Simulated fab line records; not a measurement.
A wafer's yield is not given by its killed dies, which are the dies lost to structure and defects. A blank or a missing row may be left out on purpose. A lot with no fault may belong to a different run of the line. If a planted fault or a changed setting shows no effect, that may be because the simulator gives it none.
fab line records	flow rit_cmos
record: lots: 7	wafers: 21	last_day: 7
route steps=202 shown SPACER@127 NSD@131 PSD@142 SDANNEAL@153 PLDD@159 M1@202
lots that met no fault: taken from a fault-free run of the same line
start_h: the number of hours between the record's first day and the start of the first shown wafer of the lot	wait_h: hours from the lot's prior step to this one	" same as the row above	L1.1+2: one row covering several wafers at once	- no value present, or no start provided	* or withheld: withheld	< > ~ a bound
route shown NAME@n: NAME is a module with steps in the file, n the number in the route of the first one	usual: mean/standard deviation of fault-free wafers	same: alike in all rows	chamber/n: place in a boat	sites: the reading at each site	_std_site: the standard deviation of these	_edge_site: the outer-site mean with the inner-site mean subtracted	radius_mm: for every site, how far away it sits from the centre of the wafer	mask NAME#n: copy n	behind: the most recent tool/chamber to have shaped the wafer	hold: the reason the lot was held/the length of the hold in hours/how it ended	device: transistor that didn't switch, given as n, p or np	end of line: the same wafers' tests at the end of the route	for a step that has no rows: nothing shown but its recipe	killed: dies lost to structure and defects at the first sort, not the wafer's yield	map: shows each die of a wafer: x if killed, . if not, _ if none is there
set.NAME: the setting as run; set.NAME@STEP: as run at that earlier step	model.NAME: the simulator's own value behind a step, which no gauge read
a table for each step, a row for each wafer; lots at some steps of the route
services: from which hour (start_h, from the record's first day; less than 0 if before it) a tool's chamber was out of use, for how many hours, and why
== steps ==
step: RIT_SPACER_CLEAN_02
recipe: chemistry: SC2	mix: 3:3:50	time_s: 600	temp_c: 75	dry: n2_spin
step: RIT_SPACER_CVD_03
recipe: material: Si3N4	target_thk_nm: 250	temp_c: 810	precursor: SiH2Cl2/NH3	time_s: 3300	pressure_mtorr: 300	sih2cl2_flow_sccm: 60	nh3_flow_sccm: 150
step: RIT_SPACER_THK_MEAS_04
recipe: reads: Si3N4_of_SPACER_CVD_03
usual: SPACER_NITRIDE_THK: 249.5/2.2
lot.wafer	tool	chamber	start_h	wait_h	SPACER_NITRIDE_THK[nm]
L691.1	film_metro-03	-	70.56	0.0	249.3
L691.3	"	-	"	"	249.2
L691.4	"	-	"	"	246.4
L692.1	film_metro-03	-	80.40	0.0	249.8
L692.5	"	-	"	"	247.2
L692.6	"	-	"	"	250.0
L694.1	film_metro-04	-	83.95	0.0	249.8
L694.2	"	-	"	"	250.8
L694.6	"	-	"	"	250.7
L701.3	film_metro-04	-	117.82	0.0	247.0
L701.4	"	-	"	"	247.5
L701.5	"	-	"	"	246.3
L702.1	film_metro-03	-	121.47	0.0	248.6
L702.2	"	-	"	"	245.8
L702.5	"	-	"	"	247.9
L703.1	film_metro-02	-	126.42	0.0	248.0
L703.3	"	-	"	"	248.7
L703.4	"	-	"	"	248.6
L710.2	film_metro-03	-	161.99	0.0	249.7
L710.3	"	-	"	"	250.4
L710.5	"	-	"	"	248.6
step: RIT_SPACER_ETCHBACK_05
recipe: target_depth_a: 2500	SF6_flow_sccm: 30	CHF3_flow_sccm: 30	target: Si3N4	chemistry: SF6/CHF3	pressure_mtorr: 40	rf_w: 250	time_s: 240	stop_on: SiO2
usual: drypump_motor_current_A: 5.5/0.52	oes_product_au: 0.838/0.013	throttle_valve_pct: 10.20/0.16
lot.wafer	tool	chamber	start_h	wait_h	drypump_motor_current_A	oes_product_au	rf_hours_counter_h	throttle_valve_pct
L691.1	rie_diel-02	0	70.62	0.1	5.3	0.822	100	10.46
L691.3	"	3	"	"	6.7	0.845	136	10.36
L691.4	"	3	"	"	6.7	0.840	-	10.35
L692.1	rie_diel-04	1	80.46	0.1	5.3	0.852	144	10.15
L692.5	"	1	"	"	5.3	0.846	-	10.15
L692.6	"	2	"	"	5.4	0.844	-	10.17
L694.1	rie_diel-02	1	84.01	0.1	5.3	0.820	0	10.12
L694.2	"	2	"	"	5.3	0.824	8	9.97
L694.6	"	1	"	"	5.3	0.817	-	10.11
L701.3	rie_diel-02	0	117.86	0.0	5.3	0.831	102	10.45
L701.4	"	1	"	"	5.3	0.820	1	10.11
L701.5	"	2	"	"	5.3	0.817	-	9.95
L702.1	rie_diel-01	1	121.53	0.1	5.1	0.835	95	10.19
L702.2	"	0	"	"	5.9	0.851	7	10.19
L702.5	"	3	"	"	4.8	0.848	-	10.24
L703.1	rie_diel-04	2	126.48	0.1	5.4	0.842	61	10.18
L703.3	"	0	"	"	5.0	0.848	30	10.18
L703.4	"	3	"	"	5.7	0.847	124	10.01
L710.2	rie_diel-02	2	162.04	0.0	5.3	0.816	10	9.96
L710.3	"	1	"	"	5.3	0.813	2	10.12
L710.5	"	0	"	"	5.3	0.828	-	10.43
step: RIT_NSD_HMDS_00
recipe: prime_time_s: 60	prime_temp_c: 140
step: RIT_NSD_COAT_01
recipe: resist: NOVOLAK	spin_rpm: 3250	resist_thk_nm: 1000
step: RIT_NSD_SOFTBAKE_02
recipe: resist: NOVOLAK	temp_c: 90	time_s: 60
step: RIT_NSD_EXPOSE_03
recipe: mask_id: M9	na: 0.57	target_cd_nm: 40700	dose_mj: 250
step: RIT_NSD_PEB_04
recipe: resist: NOVOLAK	temp_c: withheld	time_s: withheld
step: RIT_NSD_DEVELOP_05
recipe: resist: NOVOLAK	develop_time_s: 50	dev_temp_c: 23
step: RIT_NSD_OVL_MEAS_06
usual: NSD_OVL: 0.1/1.4
lot.wafer	tool	chamber	start_h	wait_h	NSD_OVL[nm]
L691.1	overlay-02	-	71.62	-	2.8
L691.3	"	-	"	"	2.2
L691.4	"	-	"	"	2.5
L692.1	overlay-01	-	81.79	-	-0.8
L692.5	"	-	"	"	-1.3
L692.6	"	-	"	"	0.3
L694.1	overlay-02	-	85.14	-	1.2
L694.2	"	-	"	"	-0.9
L694.6	"	-	"	"	2.9
L701.3	overlay-01	-	119.06	-	1.9
L701.4	"	-	"	"	3.5
L701.5	"	-	"	"	0.7
L702.1	overlay-01	-	122.53	-	1.1
L702.2	"	-	"	"	2.0
L702.5	"	-	"	"	0.6
L703.1	overlay-01	-	127.65	-	-1.6
L703.3	"	-	"	"	-1.3
L703.4	"	-	"	"	-0.9
L710.2	overlay-02	-	163.17	-	0.5
L710.3	"	-	"	"	-0.4
L710.5	"	-	"	"	-1.9
step: RIT_NSD_HARDBAKE_07
recipe: resist: NOVOLAK	temp_c: 140	time_s: 60
step: RIT_NSD_IMPLANT_08
recipe: species: P	energy_kev: 25	dose_cm2: 1e+15	tilt_deg: 7
usual: beam_energy_keV: 24.999/0.0076	faraday_current_uA: 3128/60
lot.wafer	tool	chamber	start_h	wait_h	beam_energy_keV	faraday_current_uA	model.implant.rp_nm	model.implant.drp_nm
L691.1	implanter-01	0	71.80	0.1	24.998	3145	33.11	14.84
L691.3	"	0	"	"	25.001	3164	33.11	14.84
L691.4	"	0	"	"	25.006	3202	33.11	14.84
L692.1	implanter-01	0	81.97	0.1	25.011	3084	32.76	14.84
L692.5	"	0	"	"	24.999	3100	32.76	14.84
L692.6	"	0	"	"	25.014	3093	32.76	14.84
L694.1	implanter-01	0	85.32	0.1	24.998	3153	32.5	14.84
L694.2	"	0	"	"	24.993	3194	32.5	14.84
L694.6	"	0	"	"	24.991	3096	32.5	14.84
L701.3	implanter-01	0	119.28	0.1	26.863	3088	33.97	15.49
L701.4	"	0	"	"	26.856	3160	33.97	15.49
L701.5	"	0	"	"	26.848	3054	33.97	15.49
L702.1	implanter-01	0	122.71	0.1	26.851	3156	34.36	15.49
L702.2	"	0	"	"	26.847	3188	34.36	15.49
L702.5	"	0	"	"	26.855	3129	34.36	15.49
L703.1	implanter-01	0	127.84	0.1	26.850	2960	34.02	15.49
L703.3	"	0	"	"	26.840	3162	34.02	15.49
L703.4	"	0	"	"	26.841	3093	34.02	15.49
L710.2	implanter-02	0	163.37	0.1	24.998	3105	33.01	14.84
L710.3	"	0	"	"	25.007	3076	33.01	14.84
L710.5	"	0	"	"	24.994	3136	33.01	14.84
step: RIT_NSD_STRIP_09
recipe: chemistry: O2	time_s: 180	resist: NOVOLAK	platen_temp_c: withheld	power_w: 500	pressure_mtorr: 4000	o2_flow_sccm: 4000
usual: drypump_motor_current_A: 6.0/0.53
lot.wafer	tool	chamber	start_h	wait_h	drypump_motor_current_A	rf_hours_counter_h
L691.1	plasma_asher-03	0	71.95	0.1	6.5	41
L691.3	"	1	"	"	5.6	-
L691.4	"	0	"	"	6.5	-
L692.1	plasma_asher-01	1	82.12	0.1	5.1	45
L692.5	"	1	"	"	5.1	-
L692.6	"	0	"	"	6.6	-
L694.1	plasma_asher-03	0	85.47	0.1	6.5	42
L694.2	"	1	"	"	5.5	42
L694.6	"	1	"	"	5.6	-
L701.3	plasma_asher-02	1	119.44	0.1	6.4	-
L701.4	"	0	"	"	6.1	-
L701.5	"	0	"	"	6.1	-
L702.1	plasma_asher-01	1	122.86	0.1	5.1	48
L702.2	"	0	"	"	6.6	48
L702.5	"	1	"	"	5.1	-
L703.1	plasma_asher-02	1	127.99	0.1	6.4	35
L703.3	"	0	"	"	6.1	-
L703.4	"	1	"	"	6.4	-
L710.2	plasma_asher-03	1	163.50	0.1	5.6	51
L710.3	"	0	"	"	6.5	-
L710.5	"	0	"	"	6.5	-
step: RIT_NSD_TW_MEAS_10
usual: NSD_TW: 3124/22
lot.wafer	tool	chamber	start_h	wait_h	NSD_TW
L691.1	film_metro-01	-	72.13	0.1	3126
L691.3	"	-	"	"	3130
L691.4	"	-	"	"	3133
L692.1	film_metro-01	-	82.30	0.1	3105
L692.5	"	-	"	"	3117
L692.6	"	-	"	"	3129
L694.1	film_metro-02	-	85.65	0.1	3104
L694.2	"	-	"	"	3117
L694.6	"	-	"	"	3110
L701.3	film_metro-04	-	119.57	0.1	3200
L701.4	"	-	"	"	3210
L701.5	"	-	"	"	3210
L702.1	film_metro-04	-	123.04	0.1	3207
L702.2	"	-	"	"	3195
L702.5	"	-	"	"	3205
L703.1	film_metro-04	-	128.16	0.1	3205
L703.3	"	-	"	"	3187
L703.4	"	-	"	"	3208
L710.2	film_metro-04	-	163.68	0.1	3136
L710.3	"	-	"	"	3125
L710.5	"	-	"	"	3147
step: RIT_PSD_HMDS_00
recipe: prime_time_s: 60	prime_temp_c: 140
step: RIT_PSD_COAT_01
recipe: resist: NOVOLAK	spin_rpm: 3250	resist_thk_nm: 1000
step: RIT_PSD_SOFTBAKE_02
recipe: resist: NOVOLAK	temp_c: 90	time_s: 60
step: RIT_PSD_EXPOSE_03
recipe: mask_id: M10	na: 0.57	target_cd_nm: 40900	dose_mj: 250
step: RIT_PSD_PEB_04
recipe: resist: NOVOLAK	temp_c: withheld	time_s: withheld
step: RIT_PSD_DEVELOP_05
recipe: resist: NOVOLAK	develop_time_s: 50	dev_temp_c: 23
step: RIT_PSD_OVL_MEAS_06
usual: PSD_OVL: 0.3/1.7
lot.wafer	tool	chamber	start_h	wait_h	PSD_OVL[nm]
L691.1	overlay-01	-	73.24	-	-0.7
L691.3	"	-	"	"	-1.5
L691.4	"	-	"	"	-2.0
L692.1	overlay-02	-	83.21	-	-1.7
L692.5	"	-	"	"	-3.4
L692.6	"	-	"	"	-3.8
L694.1	overlay-01	-	86.75	-	2.2
L694.2	"	-	"	"	2.6
L694.6	"	-	"	"	0.7
L701.3	overlay-01	-	120.60	-	1.4
L701.4	"	-	"	"	0.9
L701.5	"	-	"	"	1.1
L702.1	overlay-01	-	124.07	-	-0.6
L702.2	"	-	"	"	0.9
L702.5	"	-	"	"	0.3
L703.1	overlay-02	-	129.07	-	2.8
L703.3	"	-	"	"	0.8
L703.4	"	-	"	"	0.9
L710.2	overlay-01	-	164.71	-	-1.1
L710.3	"	-	"	"	-1.0
L710.5	"	-	"	"	-1.7
step: RIT_PSD_HARDBAKE_07
recipe: resist: NOVOLAK	temp_c: 140	time_s: 60
step: RIT_PSD_IMPLANT_08
recipe: species: BF2	energy_kev: 27	dose_cm2: 5e+15	tilt_deg: 7
step: RIT_PSD_STRIP_09
recipe: chemistry: O2	time_s: 180	resist: NOVOLAK	platen_temp_c: withheld	power_w: 500	pressure_mtorr: 4000	o2_flow_sccm: 4000
usual: drypump_motor_current_A: 6.0/0.39
lot.wafer	tool	chamber	start_h	wait_h	drypump_motor_current_A	rf_hours_counter_h
L691.1	plasma_asher-03	0	73.57	0.1	6.5	41
L691.3	"	1	"	"	5.6	-
L691.4	"	0	"	"	6.4	-
L692.1	plasma_asher-03	1	83.55	0.1	5.6	42
L692.5	"	1	"	"	5.6	-
L692.6	"	0	"	"	6.4	-
L694.1	plasma_asher-03	1	87.40	0.1	5.6	42
L694.2	"	0	"	"	6.4	42
L694.6	"	0	"	"	6.4	-
L701.3	plasma_asher-04	1	120.98	0.1	5.4	-
L701.4	"	0	"	"	6.0	-
L701.5	"	0	"	"	6.1	-
L702.1	plasma_asher-03	0	124.41	0.1	6.4	47
L702.2	"	1	"	"	5.6	47
L702.5	"	1	"	"	5.6	-
L703.1	plasma_asher-02	1	129.41	0.1	6.4	36
L703.3	"	1	"	"	6.4	-
L703.4	"	0	"	"	6.1	-
L710.2	plasma_asher-03	0	165.04	0.1	6.4	52
L710.3	"	1	"	"	5.6	-
L710.5	"	0	"	"	6.5	-
step: RIT_PSD_TW_MEAS_10
usual: PSD_TW: 3435/25
lot.wafer	tool	chamber	start_h	wait_h	PSD_TW
L691.1	film_metro-04	-	73.75	0.1	3452
L691.3	"	-	"	"	3459
L691.4	"	-	"	"	3447
L692.1	film_metro-04	-	83.72	0.1	3441
L692.5	"	-	"	"	3470
L692.6	"	-	"	"	3456
L694.1	film_metro-01	-	87.58	0.1	3394
L694.2	"	-	"	"	3422
L694.6	"	-	"	"	3394
L701.3	film_metro-01	-	121.12	0.1	3404
L701.4	"	-	"	"	3392
L701.5	"	-	"	"	3415
L702.1	film_metro-02	-	124.58	0.1	3397
L702.2	"	-	"	"	3406
L702.5	"	-	"	"	3402
L703.1	film_metro-01	-	129.58	0.1	3392
L703.3	"	-	"	"	3386
L703.4	"	-	"	"	3386
L710.2	film_metro-04	-	165.67	0.6	3434
L710.3	"	-	"	"	3460
L710.5	"	-	"	"	3461
step: RIT_SDANNEAL_CLEAN_00
recipe: chemistry: SC1	mix: 3:3:50	time_s: 600	temp_c: 75
step: RIT_SDANNEAL_CLEAN_01
recipe: chemistry: dHF	dilution: 50:1	time_s: 30
step: RIT_SDANNEAL_CLEAN_02
recipe: chemistry: SC2	mix: 3:3:50	time_s: 600	temp_c: 75	dry: n2_spin
step: RIT_SDANNEAL_RTA_03
recipe: temp_c: 1050	time_s: 5	idle_temp_c: 600	ramp_up_c_per_s: 342	ramp_down_c_per_s: 171	cool_to_c: 600	ambient: N2
usual: chamber_o2_ppm: 2.000/0.021	wafer_temp_C_max: 1053.6/1.1
lot.wafer	tool	chamber	start_h	wait_h	chamber_o2_ppm	wafer_temp_C_max
L691.1	rtp_anneal-02	0	74.18	0.0	2.014	1053.2
L691.3	"	0	"	"	2.010	1052.6
L691.4	"	0	"	"	1.971	1053.2
L692.1	rtp_anneal-02	0	84.50	0.0	2.008	1051.9
L692.5	"	0	"	"	1.988	1053.5
L692.6	"	0	"	"	1.983	1053.2
L694.1	rtp_anneal-01	0	88.03	0.0	1.944	1054.5
L694.2	"	0	"	"	1.958	1052.0
L694.6	"	0	"	"	1.989	1053.5
L701.3	rtp_anneal-02	0	121.58	0.0	2.014	1053.7
L701.4	"	0	"	"	2.024	1056.6
L701.5	"	0	"	"	1.994	1052.7
L702.1	rtp_anneal-01	0	125.04	0.0	2.008	1052.2
L702.2	"	0	"	"	1.964	1051.9
L702.5	"	0	"	"	1.965	1054.2
L703.1	rtp_anneal-02	0	130.36	0.0	1.974	1054.3
L703.3	"	0	"	"	2.001	1053.2
L703.4	"	0	"	"	1.985	1054.6
L710.2	rtp_anneal-01	0	166.28	0.0	2.022	1053.9
L710.3	"	0	"	"	1.993	1052.0
L710.5	"	0	"	"	1.971	1053.9
step: RIT_SDANNEAL_RS_MEAS_04
recipe: thk_meas_gauge: four-point-probe
usual: PSD_RS: 116.0/0.39
lot.wafer	tool	chamber	start_h	wait_h	PSD_RS[ohm/sq]
L691.1	film_metro-01	-	74.23	0.0	115.8
L691.3	"	-	"	"	115.8
L691.4	"	-	"	"	115.8
L692.1	film_metro-04	-	84.56	0.0	115.8
L692.5	"	-	"	"	115.7
L692.6	"	-	"	"	115.7
L694.1	film_metro-02	-	88.09	0.0	116.5
L694.2	"	-	"	"	116.5
L694.6	"	-	"	"	115.6
L701.3	film_metro-01	-	121.66	0.1	116.0
L701.4	"	-	"	"	115.9
L701.5	"	-	"	"	116.2
L702.1	film_metro-02	-	125.10	0.0	115.9
L702.2	"	-	"	"	115.6
L702.5	"	-	"	"	115.7
L703.1	film_metro-04	-	130.42	0.0	115.5
L703.3	"	-	"	"	116.1
L703.4	"	-	"	"	115.9
L710.2	film_metro-02	-	166.40	0.1	115.9
L710.3	"	-	"	"	116.1
L710.5	"	-	"	"	116.3
step: RIT_SDANNEAL_RS_MEAS_05
recipe: thk_meas_gauge: four-point-probe
usual: NSD_RS: 84.52/0.28
lot.wafer	tool	chamber	start_h	wait_h	NSD_RS[ohm/sq]
L691.1	film_metro-01	-	74.35	0.1	84.62
L691.3	"	-	"	"	84.69
L691.4	"	-	"	"	84.34
L692.1	film_metro-04	-	84.68	0.1	84.60
L692.5	"	-	"	"	84.52
L692.6	"	-	"	"	84.58
L694.1	film_metro-02	-	88.21	0.1	84.82
L694.2	"	-	"	"	84.47
L694.6	"	-	"	"	84.80
L701.3	film_metro-01	-	121.78	0.1	83.76
L701.4	"	-	"	"	83.49
L701.5	"	-	"	"	83.54
L702.1	film_metro-02	-	125.22	0.1	83.91
L702.2	"	-	"	"	84.23
L702.5	"	-	"	"	83.71
L703.1	film_metro-04	-	130.54	0.1	83.39
L703.3	"	-	"	"	83.21
L703.4	"	-	"	"	82.99
L710.2	film_metro-02	-	166.52	0.1	84.49
L710.3	"	-	"	"	84.70
L710.5	"	-	"	"	84.69
step: RIT_SDANNEAL_RS_MEAS_06
recipe: thk_meas_gauge: four-point-probe
usual: PLDD_RS: 178.8/0.53
lot.wafer	tool	chamber	start_h	wait_h	PLDD_RS[ohm/sq]
L691.1	film_metro-01	-	74.47	0.1	178.9
L691.3	"	-	"	"	178.8
L691.4	"	-	"	"	179.0
L692.1	film_metro-04	-	84.80	0.1	178.1
L692.5	"	-	"	"	178.3
L692.6	"	-	"	"	178.0
L694.1	film_metro-02	-	88.33	0.1	179.2
L694.2	"	-	"	"	179.7
L694.6	"	-	"	"	179.0
L701.3	film_metro-01	-	121.90	0.1	178.6
L701.4	"	-	"	"	178.9
L701.5	"	-	"	"	179.1
L702.1	film_metro-02	-	125.34	0.1	178.2
L702.2	"	-	"	"	178.2
L702.5	"	-	"	"	178.2
L703.1	film_metro-04	-	130.66	0.1	177.8
L703.3	"	-	"	"	178.3
L703.4	"	-	"	"	177.8
L710.2	film_metro-02	-	166.64	0.1	179.1
L710.3	"	-	"	"	179.4
L710.5	"	-	"	"	178.8
step: RIT_M1_PROBE_99
usual: killed_at_contacts: 0.1/0.25	killed_at_front_end: 8/3.3	killed_dies: 8/3.3	killed_open: 3.9/2.1	killed_short: 3.8/2.2
same: gross_dies: 264	killed_at_M0_to_M3: 0	killed_at_M4_up: 0	killed_at_back_side: 0	killed_at_other: 0
lot.wafer	tool	chamber	start_h	wait_h	killed_at_contacts	killed_at_front_end	killed_dies	killed_open	killed_short	model.etest.contact_nplus.end_ohm_um
L691.1	prober-02	-	81.68	0.1	0	12	12	7	5	39.63
L691.3	prober-02	-	81.78	0.2	0	7	7	4	3	40.61
L691.4	prober-02	-	81.83	0.2	0	10	10	5	5	40.42
L692.1	prober-02	-	92.54	0.1	1	3	4	2	2	42.32
L692.5	prober-02	-	92.74	0.2	0	8	8	4	4	41.59
L692.6	prober-02	-	92.79	0.2	0	5	5	2	3	41.48
L694.1	prober-01	-	95.94	0.1	0	6	6	3	3	40.24
L694.2	prober-01	-	95.99	0.1	0	10	10	3	7	42.64
L694.6	prober-01	-	96.19	0.2	0	3	3	2	1	41.72
L701.3	prober-02	-	129.52	0.2	0	5	5	2	3	40.68
L701.4	prober-02	-	129.57	0.2	0	4	4	3	1	40.18
L701.5	prober-02	-	129.62	0.2	0	5	5	4	1	40.4
L702.1	prober-01	-	132.64	0.1	0	5	5	3	2	39.6
L702.2	prober-01	-	132.69	0.1	0	8	8	2	6	40.7
L702.5	prober-01	-	132.84	0.2	0	8	8	3	5	39.7
L703.1	prober-02	-	138.47	0.1	0	16	16	5	11	39.82
L703.3	prober-02	-	138.57	0.2	0	6	6	5	1	40.14
L703.4	prober-02	-	138.62	0.2	0	5	5	2	3	41.69
L710.2	prober-01	-	175.29	0.1	0	6	6	2	4	41.72
L710.3	prober-01	-	175.34	0.2	1	5	6	5	1	41.87
L710.5	prober-01	-	175.44	0.2	0	9	9	6	3	42.3
killed by level:class
L691.1 GATE:geometric_particle:open=4 FOX1:geometric_particle:open=2 GATE:geometric_particle:short=2 FOX1:geometric_particle:short=1 FOX2:geometric_particle:short=1 REOX:geometric_particle:open=1 SILICIDE:geometric_particle:short=1
L691.3 SPACER:geometric_particle:open=2 FOX1:geometric_particle:short=1 GATE:geometric_particle:short=1 GATE:geometric_particle:open=1 SPACER:geometric_particle:short=1 SILICIDE:geometric_particle:open=1
L691.4 FOX1:geometric_particle:short=2 GATE:geometric_particle:open=2 REOX:geometric_particle:short=2 FOX2:geometric_particle:short=1 FOX2:geometric_particle:open=1 SPACER:geometric_particle:open=1 SILICIDE:geometric_particle:open=1
L692.1 GATE:geometric_particle:short=2 SPACER:geometric_particle:open=1 CONTACT:geometric_particle:open=1
L692.5 GATE:geometric_particle:open=2 SILICIDE:geometric_particle:open=2 FOX2:geometric_particle:short=1 GATE:geometric_particle:short=1 REOX:geometric_particle:short=1 SPACER:geometric_particle:short=1
L692.6 GATE:geometric_particle:short=2 GATE:geometric_particle:open=1 SPACER:geometric_particle:short=1 SPACER:geometric_particle:open=1
L694.1 GATE:geometric_particle:short=3 GATE:geometric_particle:open=3
L694.2 GATE:geometric_particle:short=4 GATE:geometric_particle:open=3 FOX1:geometric_particle:short=1 REOX:geometric_particle:short=1 SPACER:geometric_particle:short=1
L694.6 FOX1:geometric_particle:open=1 REOX:geometric_particle:open=1 SPACER:geometric_particle:short=1
L701.3 GATE:geometric_particle:short=3 FOX1:geometric_particle:open=1 GATE:geometric_particle:open=1
L701.4 GATE:geometric_particle:open=2 FOX2:geometric_particle:short=1 SPACER:geometric_particle:open=1
L701.5 GATE:geometric_particle:open=2 FOX2:geometric_particle:open=1 FOX2:geometric_particle:short=1 REOX:geometric_particle:open=1
L702.1 GATE:geometric_particle:short=2 GATE:geometric_particle:open=1 SPACER:geometric_particle:open=1 SILICIDE:geometric_particle:open=1
L702.2 GATE:geometric_particle:short=2 SPACER:geometric_particle:short=2 FOX1:geometric_particle:short=1 GATE:geometric_particle:open=1 REOX:geometric_particle:short=1 SILICIDE:geometric_particle:open=1
L702.5 FOX1:geometric_particle:short=2 GATE:geometric_particle:open=2 FOX2:geometric_particle:short=1 GATE:geometric_particle:short=1 SILICIDE:geometric_particle:short=1 SILICIDE:geometric_particle:open=1
L703.1 GATE:geometric_particle:short=4 FOX1:geometric_particle:open=3 SILICIDE:geometric_particle:short=3 GATE:geometric_particle:open=2 FOX1:geometric_particle:short=2 SPACER:geometric_particle:short=2
L703.3 SPACER:geometric_particle:open=3 FOX2:geometric_particle:open=1 REOX:geometric_particle:open=1 SPACER:geometric_particle:short=1
L703.4 GATE:geometric_particle:open=2 GATE:geometric_particle:short=2 SPACER:geometric_particle:short=1
L710.2 FOX1:geometric_particle:open=2 GATE:geometric_particle:short=2 REOX:geometric_particle:short=1 SILICIDE:geometric_particle:short=1
L710.3 GATE:geometric_particle:open=2 ACTIVE:geometric_particle:short=1 FOX1:geometric_particle:open=1 REOX:geometric_particle:open=1 CONTACT:geometric_particle:open=1
L710.5 SILICIDE:geometric_particle:open=4 GATE:geometric_particle:short=2 FOX2:geometric_particle:short=1 GATE:geometric_particle:open=1 REOX:geometric_particle:open=1
== services ==
tool	chamber	start_h	hours	kind
rie_diel-04	-	49.01	1.1	repair
implanter-02	-	53.03	106.0	repair
implanter-01	-	53.08	16.3	pm
rie_diel-02	1	59.75	-	clean
rie_diel-02	1	59.75	12.9	scheduled_down
rie_diel-02	1	59.75	12.9	vent_cycle
implanter-02	-	65.64	2.0	repair
rie_diel-01	-	98.85	2.4	repair
plasma_asher-03	-	99.70	4.1	repair
plasma_asher-04	-	108.75	9.0	pm
plasma_asher-04	0	108.75	9.0	vent_cycle
plasma_asher-04	1	108.75	9.0	vent_cycle
plasma_asher-01	-	112.34	9.9	pm
plasma_asher-04	0	117.75	-	clean
plasma_asher-04	1	117.75	-	clean
rie_diel-01	2	131.50	3.7	repair
implanter-01	-	133.72	1.7	repair
implanter-01	-	141.19	3.8	repair
== key ==
first_sign: step: RIT_NSD_IMPLANT_08	reading: beam_energy_keV	direction: up	sigmas: 99+	usual: 24.999	struck: 26.850
effect: step: RIT_NSD_TW_MEAS_10	reading: NSD_TW	direction: up	sigmas: 3.6	usual: 3124	struck: 3203
effect: step: RIT_SDANNEAL_RS_MEAS_05	reading: NSD_RS	direction: down	sigmas: 3.4	usual: 84.52	struck: 83.58
model_effect: step: RIT_NSD_IMPLANT_08	value: implant.rp_nm	without: 32.51	struck: 34.12
model_effect: step: RIT_M1_PROBE_99	value: etest.contact_nplus.end_ohm_um	without: 41.98	struck: 40.32
met_at RIT_NSD_IMPLANT_08
struck_wafers L701.3,L701.4,L701.5,L702.1,L702.2,L702.5,L703.1,L703.3,L703.4
tester_left_out L701,L702,L703
onset_between 85.32 119.28
fault: kind: process_parameter_drift	tool: implanter-01	chamber: -	onset_h: 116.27	steps: RIT_NSD_IMPLANT_08	channel: energy_kev	offset: 1.85	shape: step	end_h: 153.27	acts_in: these_recipes_only	stated: 25
tester_left_out: of these lots the tester's yield and bins aren't shown, on N5 and GAA mostly nor the transistor test; their killed dies are dies lost to structure and defects alone, not to doping, threshold or leakage, so they don't give the yield
